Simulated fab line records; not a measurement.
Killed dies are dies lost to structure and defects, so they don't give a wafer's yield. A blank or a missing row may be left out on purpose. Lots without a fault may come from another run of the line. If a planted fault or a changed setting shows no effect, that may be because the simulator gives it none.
The tool behind it: which one? :: flow berkeley cmos170 :: 13 lots, 39 wafers sampled, at 5 steps of a route of 331

## WHAT THE GAUGES READ, wafer by wafer
UCB170_PWELL_OVL_MEAS_13. Usual: PWELL_OVL -1 nm, standard deviation 5.4.
lot: L319
measured: day 2 23:04
on: overlay-01
PWELL_OVL (nm): -5 1 1
flag: 

lot: L321
measured: day 3 14:05
on: overlay-01
PWELL_OVL (nm): -4 0 -5
flag: 

lot: L323
measured: day 4 00:49
on: overlay-01
PWELL_OVL (nm): -4 4 -6
flag: 

lot: L324
measured: day 4 06:43
on: overlay-01
PWELL_OVL (nm): -9 -2 2
flag: 

lot: L328
measured: day 4 15:28
on: overlay-02
PWELL_OVL (nm): 0 8 9
flag: 

lot: L326
measured: day 4 15:38
on: overlay-01
PWELL_OVL (nm): -5 -3 2
flag: 

lot: L327
measured: day 4 15:55
on: overlay-01
PWELL_OVL (nm): - - -
flag: OFF

lot: L338
measured: day 6 23:25
on: overlay-01
PWELL_OVL (nm): -7 1 -6
flag: 

lot: L337
measured: day 7 03:04
on: overlay-02
PWELL_OVL (nm): -2 4 -7
flag: 

lot: L339
measured: day 7 03:16
on: overlay-01
PWELL_OVL (nm): -8 -6 -9
flag: 

lot: L341
measured: day 7 09:25
on: overlay-01
PWELL_OVL (nm): 7 4 0
flag: 

lot: L340
measured: day 7 11:16
on: overlay-01
PWELL_OVL (nm): -6 -4 -5
flag: 

lot: L342
measured: day 7 18:22
on: overlay-02
PWELL_OVL (nm): 1 0 -5
flag: 

UCB170_PWELL_TW_MEAS_17. Usual: PWELL_TW 378, standard deviation 3.7.
lot: L319
measured: day 2 23:28
on: film metro-03
PWELL_TW: 381 380 379
flag: 

lot: L321
measured: day 3 14:28
on: film metro-03
PWELL_TW: 376 379 380
flag: 

lot: L323
measured: day 4 01:12
on: film metro-03
PWELL_TW: 380 379 379
flag: 

lot: L324
measured: day 4 07:07
on: film metro-01
PWELL_TW: 372 372 370
flag: 

lot: L328
measured: day 4 15:52
on: film metro-04
PWELL_TW: 380 376 377
flag: 

lot: L326
measured: day 4 16:02
on: film metro-03
PWELL_TW: 380 380 378
flag: 

lot: L327
measured: day 4 16:18
on: film metro-04
PWELL_TW: 30 30 30 30 30 30
flag: OFF

lot: L338
measured: day 6 23:49
on: film metro-04
PWELL_TW: 376 376 376
flag: 

lot: L337
measured: day 7 03:27
on: film metro-01
PWELL_TW: 370 371 371
flag: 

lot: L339
measured: day 7 03:40
on: film metro-04
PWELL_TW: 384 384 384
flag: 

lot: L341
measured: day 7 09:49
on: film metro-03
PWELL_TW: 381 381 379
flag: 

lot: L340
measured: day 7 11:40
on: film metro-03
PWELL_TW: 379 382 381
flag: 

lot: L342
measured: day 7 18:45
on: film metro-03
PWELL_TW: 381 381 379
flag: 

UCB170_FIELD_THK_MEAS_91. Usual: FIELD_OXIDE_LEFT_2_THK 357 nm, standard deviation 10.
lot: L319
measured: day 5 10:35
on: film metro-01
FIELD_OXIDE_LEFT_2_THK (nm): 358 367 351
flag: 

lot: L321
measured: day 6 03:11
on: film metro-01
FIELD_OXIDE_LEFT_2_THK (nm): 352 364 351
flag: 

lot: L323
measured: day 6 15:38
on: film metro-03
FIELD_OXIDE_LEFT_2_THK (nm): 360 349 346
flag: 

lot: L324
measured: day 6 16:42
on: film metro-03
FIELD_OXIDE_LEFT_2_THK (nm): 368 366 362
flag: 

lot: L328
measured: day 7 09:02
on: film metro-04
FIELD_OXIDE_LEFT_2_THK (nm): 347 354 357
flag: 

lot: L326
measured: day 7 09:20
on: film metro-03
FIELD_OXIDE_LEFT_2_THK (nm): 351 345 351
flag: 

lot: L338
measured: day 9 08:40
on: film metro-01
FIELD_OXIDE_LEFT_2_THK (nm): 349 353 349
flag: 

lot: L337
measured: day 9 09:10
on: film metro-01
FIELD_OXIDE_LEFT_2_THK (nm): 356 364 366
flag: 

lot: L339
measured: day 9 08:50
on: film metro-04
FIELD_OXIDE_LEFT_2_THK (nm): 350 353 348
flag: 

lot: L341
measured: day 9 21:59
on: film metro-01
FIELD_OXIDE_LEFT_2_THK (nm): 347 343 350
flag: 

lot: L340
measured: day 9 21:58
on: film metro-04
FIELD_OXIDE_LEFT_2_THK (nm): 382 387 390
flag: 

lot: L342
measured: day 10 08:38
on: film metro-01
FIELD_OXIDE_LEFT_2_THK (nm): 361 352 359
flag: 

## WHICH TOOL RAN EACH LOT (tool, then ch and the chambers of the sampled wafers, then the start)
lot: L319
UCB170_PWELL_EXPOSE_10: krf scanner-02 ch 0, day 2 22:41
UCB170_ACTIVE_STRIP_16: plasma asher-04 ch 0,1, day 4 06:21

lot: L321
UCB170_PWELL_EXPOSE_10: krf scanner-02 ch 0, day 3 13:42
UCB170_ACTIVE_STRIP_16: plasma asher-04 ch 0,1, day 4 18:32

lot: L323
UCB170_PWELL_EXPOSE_10: krf scanner-01 ch 0, day 4 00:14
UCB170_ACTIVE_STRIP_16: plasma asher-04 ch 0,1, day 5 11:32

lot: L324
UCB170_PWELL_EXPOSE_10: krf scanner-02 ch 0, day 4 06:21
UCB170_ACTIVE_STRIP_16: plasma asher-01 ch 0,1, day 5 11:16

lot: L328
UCB170_PWELL_EXPOSE_10: krf scanner-02 ch 0, day 4 14:46
UCB170_ACTIVE_STRIP_16: plasma asher-02 ch 0,1, day 5 20:27

lot: L326
UCB170_PWELL_EXPOSE_10: krf scanner-01 ch 0, day 4 15:01
UCB170_ACTIVE_STRIP_16: plasma asher-02 ch 0,1, day 5 20:06

lot: L327
UCB170_PWELL_EXPOSE_10: krf scanner-02 ch 0, day 4 15:22
UCB170_ACTIVE_STRIP_16: -

lot: L338
UCB170_PWELL_EXPOSE_10: krf scanner-02 ch 0, day 6 23:02
UCB170_ACTIVE_STRIP_16: plasma asher-01 ch 1, day 8 01:57

lot: L337
UCB170_PWELL_EXPOSE_10: krf scanner-01 ch 0, day 7 02:41
UCB170_ACTIVE_STRIP_16: plasma asher-04 ch 0,1, day 8 02:04

lot: L339
UCB170_PWELL_EXPOSE_10: krf scanner-01 ch 0, day 7 02:48
UCB170_ACTIVE_STRIP_16: plasma asher-02 ch 0,1, day 8 02:19

lot: L341
UCB170_PWELL_EXPOSE_10: krf scanner-02 ch 0, day 7 08:35
UCB170_ACTIVE_STRIP_16: plasma asher-01 ch 0,1, day 8 12:31

lot: L340
UCB170_PWELL_EXPOSE_10: krf scanner-01 ch 0, day 7 10:32
UCB170_ACTIVE_STRIP_16: plasma asher-02 ch 0,1, day 8 12:14

lot: L342
UCB170_PWELL_EXPOSE_10: krf scanner-01 ch 0, day 7 17:38
UCB170_ACTIVE_STRIP_16: plasma asher-02 ch 0,1, day 8 22:54
- UCB170_PWELL_EXPOSE_10: exposes mask PWELL, target cd 3000 nm.
- UCB170_ACTIVE_STRIP_16: strips in O2.

## WHAT THE TOOLS THEMSELVES READ (means of the sampled wafers that have a number; where no wafer has one, the mark that the record gives instead)
UCB170_ACTIVE_STRIP_16. Usual: chamber pressure mTorr 3500 mTorr, standard deviation 3.2; drypump motor current A 5.6 A, standard deviation 0.36; oes product au 0.721 a.u., standard deviation 0.0046; strip time to endpoint s 18.36 s, standard deviation 0.12.
lot: L319
tool: plasma asher-04
chamber pressure mTorr (mTorr): 3504
drypump motor current A (A): 5.4
oes product au (a.u.): 0.721
strip time to endpoint s (s): 18.35
flag: 

lot: L321
tool: plasma asher-04
chamber pressure mTorr (mTorr): 3499
drypump motor current A (A): 5.4
oes product au (a.u.): 0.726
strip time to endpoint s (s): 18.37
flag: 

lot: L323
tool: plasma asher-04
chamber pressure mTorr (mTorr): 3502
drypump motor current A (A): 5.4
oes product au (a.u.): 0.720
strip time to endpoint s (s): 18.42
flag: 

lot: L324
tool: plasma asher-01
chamber pressure mTorr (mTorr): 3496
drypump motor current A (A): 5.6
oes product au (a.u.): 0.719
strip time to endpoint s (s): 18.31
flag: 

lot: L328
tool: plasma asher-02
chamber pressure mTorr (mTorr): 3500
drypump motor current A (A): 5.9
oes product au (a.u.): 0.723
strip time to endpoint s (s): 18.31
flag: 

lot: L326
tool: plasma asher-02
chamber pressure mTorr (mTorr): 3502
drypump motor current A (A): 5.9
oes product au (a.u.): 0.722
strip time to endpoint s (s): 18.32
flag: 

lot: L338
tool: plasma asher-01
chamber pressure mTorr (mTorr): 3494
drypump motor current A (A): 5.8
oes product au (a.u.): 0.721
strip time to endpoint s (s): 18.31
flag: 

lot: L337
tool: plasma asher-04
chamber pressure mTorr (mTorr): 3499
drypump motor current A (A): 5.5
oes product au (a.u.): 0.724
strip time to endpoint s (s): 18.47
flag: 

lot: L339
tool: plasma asher-02
chamber pressure mTorr (mTorr): 3500
drypump motor current A (A): 5.9
oes product au (a.u.): 0.718
strip time to endpoint s (s): 18.41
flag: 

lot: L341
tool: plasma asher-01
chamber pressure mTorr (mTorr): 3499
drypump motor current A (A): 5.6
oes product au (a.u.): 0.722
strip time to endpoint s (s): 18.37
flag: 

lot: L340
tool: plasma asher-02
chamber pressure mTorr (mTorr): 3499
drypump motor current A (A): 6.0
oes product au (a.u.): 0.717
strip time to endpoint s (s): 18.39
flag: 

lot: L342
tool: plasma asher-02
chamber pressure mTorr (mTorr): 3501
drypump motor current A (A): 6.0
oes product au (a.u.): 0.725
strip time to endpoint s (s): 18.39
flag: 

## THE ANSWER, worked out from the rows above alone
Rule: take the mean of a lot's wafers that have a number; if it is more than 3 standard deviations from the usual mean, the lot is off. A lot without any number at a reading at which 4 lots or more have one is off too. All remaining lots with rows at the step are treated as sound. After the gauges, taken in route order, come the tools' own readings; for these a lot's mean is taken, as printed above. At the first step where some lot is off, the reading lying furthest off is the one used; lots without a number count as furthest.
Off: L327, at UCB170_PWELL_OVL_MEAS_13 (PWELL_OVL). Without a number there: L327.
A tool fits if, at a process step before that reading, it ran every lot that is off, and no sound lot after the first of them. The gauges at UCB170_PWELL_OVL_MEAS_13 aren't tried: what is off there is off at UCB170_PWELL_TW_MEAS_17 too, on other tools, and a gauge's error can't cause that. None of those tried fits.

## WHAT HAD BEEN PUT IN BY THE SIMULATOR
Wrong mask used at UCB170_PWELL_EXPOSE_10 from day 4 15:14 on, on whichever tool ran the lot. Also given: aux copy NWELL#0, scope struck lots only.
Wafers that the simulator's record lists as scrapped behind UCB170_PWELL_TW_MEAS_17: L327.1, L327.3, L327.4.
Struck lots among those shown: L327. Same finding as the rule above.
